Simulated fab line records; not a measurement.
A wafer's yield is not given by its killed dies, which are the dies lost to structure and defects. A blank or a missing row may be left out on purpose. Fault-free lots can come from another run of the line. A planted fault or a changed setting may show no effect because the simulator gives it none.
Split-lot trial    flow berkeley-cmos170    5 lots, 23 wafers read, on a route of 331 steps

## ABOUT THE SPLIT
At UCB170_CONTACT_PEB_13, the setting peb-temp-c was moved away from the recipe's 130 C on 9 of the 23 wafers read, by -2.1% to +1.5%. The other wafers ran this setting at the recipe's value.

## FROM THE SPLIT TO THE READING: what the file shows between them, 5 steps
- UCB170_CONTACT_DEVELOP_14: develop time 45 s
- UCB170_CONTACT_CD_MEAS_15: target cd 700 nm
- UCB170_CONTACT_ETCH_17: etches BARC in N2/H2
- UCB170_CONTACT_ETCH_18: etches PSG in CHF3/CF4/Ar, stops on TiSi2, target depth 840 nm, time 195 s (also split here: time-s)
- UCB170_CONTACT_STRIP_19: strips in O2

## THE READING
At UCB170_CONTACT_CD_MEAS_90: cd-nm in nanometres, against a target cd of 700 nm. Typical for fault-free wafers on this fab line: 700.6 nm, with standard deviation 1.6 nm.

wafer   tool, chamber at the split  peb-temp-c as run, C  against the recipe  cd-nm, nm  against lot-mates on the recipe
L076.1  litho-track-01, 0           130                   recipe              701.8      -
L076.3  litho-track-01, 0           130                   recipe              701.0      -
L076.4  litho-track-01, 0           131.5                 +1.2%               711.1      +9.4
L076.5  litho-track-01, 0           130                   recipe              702.3      -
L076.6  litho-track-01, 0           131.5                 +1.2%               711.3      +9.6
L075.2  litho-track-03, 0           128                   -1.5%               684.7      -14.2
L075.3  litho-track-03, 0           128                   -1.5%               685.7      -13.2
L075.4  litho-track-03, 0           130                   recipe              699.5      -
L075.5  litho-track-03, 0           128                   -1.5%               683.4      -15.5
L075.6  litho-track-03, 0           130                   recipe              698.3      -
L077.1  litho-track-03, 0           130                   recipe              702.2      -
L077.2  litho-track-03, 0           127.3                 -2.1%               683.2      -18.6
L077.3  litho-track-03, 0           127.3                 -2.1%               679.9      -21.9
L077.4  litho-track-03, 0           130                   recipe              700.7      -
L077.6  litho-track-03, 0           130                   recipe              702.5      -
L078.1  litho-track-03, 0           132                   +1.5%               715.0      +14.4
L078.2  litho-track-03, 0           132                   +1.5%               714.4      +13.8
L078.4  litho-track-03, 0           130                   recipe              700.7      -
L078.5  litho-track-03, 0           130                   recipe              701.0      -
L078.6  litho-track-03, 0           130                   recipe              700.0      -
L085.3  litho-track-02, 0           130                   recipe              702.1      -
L085.4  litho-track-02, 0           130                   recipe              700.7      -
L085.5  litho-track-02, 0           130                   recipe              702.3      -

THE FIT
A straight line over all 23 wafers: cd-nm changes by +9.56 nm for each +1% of peb-temp-c; r = +0.99; the points scatter about the line by 1.4 nm.
The same after taking each lot's own level away (the mean of its wafers on the recipe; 23 wafers): +9.29 nm for each +1%; r = +1.00; scatter 0.92 nm.
Per that fit: largest peb-temp-c move, reading shift of 19 nm.
From 698.90 to 701.80 nm: that is the span of the lots' own levels, equal to 1.8 times the standard deviation above.
Consequently the slope shifts little with the lot-to-lot level, the two slopes agreeing.
Check: with one of the wafers moved furthest among these (-2.1%) left out of the fit, the line predicts -19.7 nm for it against its lot-mates. It came out at -18.6 nm against them.

## ADDITIONAL SPLITS CARRIED BY THESE WAFERS
Other splits were also applied to these wafers ahead of the reading. Each is held against what the fit with the lots' levels taken away leaves over:
other split on the same wafers        wafers away from the commonest value  r with cd-nm (lot level and that fit taken away)
UCB170_GATE_PEB_10 peb-temp-c         10                                    +0.27
UCB170_PLDD_IMPLANT_09 dose-cm2       7                                     +0.37
UCB170_NLDD_IMPLANT_08 energy-kev     7                                     -0.14
UCB170_PSD_IMPLANT_08 energy-kev      7                                     +0.04
UCB170_SDANNEAL_RTA_01 time-s         5                                     +0.03
UCB170_CONTACT_COAT_04 resist-thk-nm  7                                     -0.10
UCB170_CONTACT_ETCH_18 time-s         3                                     +0.40

## THE WHOLE CHAIN: every reading that the file lists as answering this split, in the file's order
step                       what it does          reading                                                         change (the file's fit)               r (the file's)
UCB170_CONTACT_CD_MEAS_15  target cd 700 nm      cd-nm                                                           +9.25 nm for each +1% of the setting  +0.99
UCB170_CONTACT_ETCH_17     etches BARC in N2/H2  CONTACT.cd-nm (the simulator's own value, which no gauge read)  +9.39 nm for each +1% of the setting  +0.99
UCB170_CONTACT_CD_MEAS_90  target cd 700 nm      cd-nm                                                           +9.32 nm for each +1% of the setting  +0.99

## FILE'S OWN FIT
cd-nm changes by +9.32 nm for each +1% of peb-temp-c, r = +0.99.
